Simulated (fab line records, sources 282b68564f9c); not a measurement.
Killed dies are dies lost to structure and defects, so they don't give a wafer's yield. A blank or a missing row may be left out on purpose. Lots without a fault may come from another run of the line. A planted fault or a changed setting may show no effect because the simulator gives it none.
Problem report in the 8D (eight disciplines) form, filled by code | flow rit_cmos | the parts of the form that need people (team, actions taken, sign-off) are left out

1. THE PROBLEM
GATE_POLY_THK at RIT_GATE_THK_MEAS_09 reads a mean of 349.5 nm on 9 wafers of 3 lots; wafers without a fault read 248.0 nm with a standard deviation of 2.2. That is +46 standard deviations from the usual mean.
First seen on wafer L713.3, day 4 08:25, on film_metro-02. The record holds 45 wafers of 15 lots with a number at this step. Rule for "out", or "out of limits": more than 4 standard deviations from the usual mean. The other wafers with a number count as sound.

2. WHAT IT IS AND WHAT IT IS NOT
question                    | is                           | is not
which readings at this step | GATE_POLY_THK                | -
which lots                  | L713, L715, L716             | L704, L705, L708, L710, L711, L712, L718, L722, L723, L725, L726, L727
which wafers of those lots  | all that have a number       | -
read on which gauges        | film_metro-02, film_metro-04 | film_metro-03
when                        | from day 4 08:25             | up to then (18 sound wafers); but 18 sound wafers of L718, L722, L723, L725, L726, L727 came after

3. SUSPECTS, AND WHAT RULES EACH OUT
Counting: a tool at a process step up to the reading stays a suspect if it ran every lot that is out and no sound lot after the first of them.
- the gauge at RIT_GATE_THK_MEAS_09: ruled out. The wafers that are out were read on 2 gauges (film_metro-02, film_metro-04).
- lpcvd-02 at RIT_GATE_CVD_08 (deposits poly-Si from SiH4, target thk 250 nm, time 2220 s): ruled out as a lasting fault. Sound lots L727 ran on it after its first lot that is out, L713 (day 4 06:47).
Left after counting: nothing in the record.

4. THE CAUSE (what the simulator had put in)
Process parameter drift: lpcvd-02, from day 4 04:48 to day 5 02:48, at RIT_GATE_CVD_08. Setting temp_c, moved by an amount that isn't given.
Counting ruled it out, wrongly: the rule takes a fault to strike every lot that its tool runs from its start on, and this one did not.

5. THE CHAIN OF EFFECTS, in route order
Each row: a reading whose mean over the struck wafers that have a number lies more than 3 standard deviations from the usual. Only readings for which the record gives a usual standard deviation are gone through. hours: the time from each lot's start at the first step in this table that gives one to its start at this step, as a median over the lots. sigmas: the change in usual standard deviations.
hours | step                 | reading           | usual      | on struck wafers | change | sigmas
0     | RIT_GATE_CVD_08      | spike_tc_centre_C | 612.2 C    | 626.0            | +13.8  | +13
0     | RIT_GATE_CVD_08      | spike_tc_load_C   | 632.3 C    | 649.5            | +17.2  | +7.8
0     | RIT_GATE_CVD_08      | spike_tc_source_C | 629.4 C    | 645.6            | +16.2  | +6.5
0     | RIT_GATE_CVD_08      | susceptor_temp_C  | 609.94 C   | 624.32           | +14.38 | +53
2     | RIT_GATE_THK_MEAS_09 | GATE_POLY_THK     | 248.0 nm   | 349.5            | +101.5 | +46
3     | RIT_GATE_ETCH_19     | oes_product_au    | 0.846 a.u. | 1.005            | +0.159 | +10
The process steps in it:
- RIT_GATE_CVD_08: deposits poly-Si from SiH4, target thk 250 nm, time 2220 s.
- RIT_GATE_ETCH_19: etches poly-Si in SF6/CHF3/O2, stops on SiO2, time 165 s, target depth 312.5 nm.

6. WHAT WOULD HAVE CAUGHT IT SOONER
In this record the first reading out of limits at a measuring or inspecting step was taken at day 4 08:25, 4 hours after the fault began at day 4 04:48.
The tool's own readings at RIT_GATE_CVD_08 were out on every struck wafer that the step has a row for (spike_tc_centre_C, spike_tc_load_C, spike_tc_source_C, susceptor_temp_C): an alarm limit on them would have fired on the first of those.
